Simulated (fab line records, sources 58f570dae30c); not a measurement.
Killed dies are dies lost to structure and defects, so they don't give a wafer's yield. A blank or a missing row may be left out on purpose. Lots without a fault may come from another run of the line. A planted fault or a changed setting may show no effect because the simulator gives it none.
Split-lot experiment | flow berkeley_cmos170 | 5 lots, 23 wafers read, on a route of 331 steps

THE SPLIT
At UCB170_PFIELD_COAT_01 (resist thk 900 nm), the setting resist_thk_nm was moved away from the recipe's 900 nm on 8 of the 23 wafers read, by -2.7% to +2.9%. The other wafers ran this setting at the recipe's value.

The reading is taken at the split's own step.

THE READING
KrF_of_PFIELD_COAT_01.thk_nm (the simulator's own value, which no gauge read), in nm, at UCB170_PFIELD_COAT_01 (resist thk 900 nm). The file gives no usual value for it. The 15 wafers here that ran the recipe average 899.3 nm, standard deviation 3.3 nm.

wafer  | tool, chamber at the split | resist_thk_nm as run, nm | against the recipe | KrF_of_PFIELD_COAT_01.thk_nm, nm | against lot-mates on the recipe
L075.3 | litho_track-03, 0          | 900                      | recipe             | 898.4                            | -
L075.4 | litho_track-03, 0          | 900                      | recipe             | 898.6                            | -
L075.5 | litho_track-03, 0          | 900                      | recipe             | 897.9                            | -
L076.1 | litho_track-04, 0          | 925.9                    | +2.9%              | 923.8                            | +23.7
L076.2 | litho_track-04, 0          | 925.9                    | +2.9%              | 924.6                            | +24.5
L076.4 | litho_track-04, 0          | 900                      | recipe             | 900.7                            | -
L076.5 | litho_track-04, 0          | 900                      | recipe             | 900.6                            | -
L076.6 | litho_track-04, 0          | 900                      | recipe             | 899                              | -
L077.1 | litho_track-02, 0          | 875.3                    | -2.7%              | 872.3                            | -25.9
L077.3 | litho_track-02, 0          | 875.3                    | -2.7%              | 874.4                            | -23.8
L077.4 | litho_track-02, 0          | 875.3                    | -2.7%              | 873                              | -25.2
L077.5 | litho_track-02, 0          | 900                      | recipe             | 899.5                            | -
L077.6 | litho_track-02, 0          | 900                      | recipe             | 896.9                            | -
L079.1 | litho_track-03, 0          | 900                      | recipe             | 903                              | -
L079.3 | litho_track-03, 0          | 900                      | recipe             | 903.2                            | -
L079.4 | litho_track-03, 0          | 900                      | recipe             | 900.6                            | -
L079.5 | litho_track-03, 0          | 900                      | recipe             | 902                              | -
L079.6 | litho_track-03, 0          | 900                      | recipe             | 904.2                            | -
L082.1 | litho_track-02, 0          | 925.6                    | +2.8%              | 922.3                            | +29.6
L082.2 | litho_track-02, 0          | 925.6                    | +2.8%              | 918.1                            | +25.4
L082.3 | litho_track-02, 0          | 900                      | recipe             | 893.2                            | -
L082.4 | litho_track-02, 0          | 900                      | recipe             | 892.1                            | -
L082.5 | litho_track-02, 0          | 925.6                    | +2.8%              | 921.9                            | +29.2

THE FIT
A straight line over all 23 wafers: KrF_of_PFIELD_COAT_01.thk_nm changes by +8.6 nm for each +1% of resist_thk_nm; r = +0.98; the points scatter about the line by 3.2 nm.
The same after taking each lot's own level away (the mean of its wafers on the recipe; 23 wafers): +9.2 nm for each +1%; r = +1.00; scatter 1.5 nm.
On that fit, the largest move of resist_thk_nm shifts the reading by 26 nm.
The lots' own levels span 892.65 to 902.60 nm, that is 3.0 times the standard deviation above.
So the lot-to-lot level changes the slope little: the two slopes agree.
Check: with one of the wafers moved furthest among these (+2.9%) left out of the fit, the line predicts +27.1 nm for it against its lot-mates. It came out at +23.7 nm against them.

OTHER SPLITS ON THESE WAFERS
These wafers also went through other splits before the reading. Each is held against what the fit with the lots' levels taken away leaves over:
other split on the same wafers      | wafers away from the commonest value | r with KrF_of_PFIELD_COAT_01.thk_nm (lot level and that fit taken away)
UCB170_START_OXIDATION_02 ox_time_s | 15                                   | -0.25
UCB170_NWELL_PEB_10 peb_temp_c      | 12                                   | +0.15
UCB170_NWELL_IMPLANT_14 dose_cm2    | 11                                   | -0.14
UCB170_PWELL_PEB_11 peb_temp_c      | 7                                    | -0.01
UCB170_PWELL_ETCH_14 over_etch_frac | 10                                   | +0.12
UCB170_ACTIVE_CVD_05 temp_c         | 10                                   | -0.16
UCB170_ACTIVE_PEB_11 peb_temp_c     | 9                                    | -0.05

THE WHOLE CHAIN: every reading that the file lists as answering this split, in the file's order
step                   | what it does      | reading                                                                       | change (the file's fit)              | r (the file's)
UCB170_PFIELD_COAT_01  | resist thk 900 nm | KrF_of_PFIELD_COAT_01.thk_nm (the simulator's own value, which no gauge read) | +9.1 nm for each +1% of the setting  | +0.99
UCB170_PFIELD_STRIP_08 | strips in O2      | strip_time_to_endpoint_s                                                      | withheld for each +1% of the setting | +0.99

THE FILE'S OWN FIT
KrF_of_PFIELD_COAT_01.thk_nm changes by +9.1 nm for each +1% of resist_thk_nm, r = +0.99.
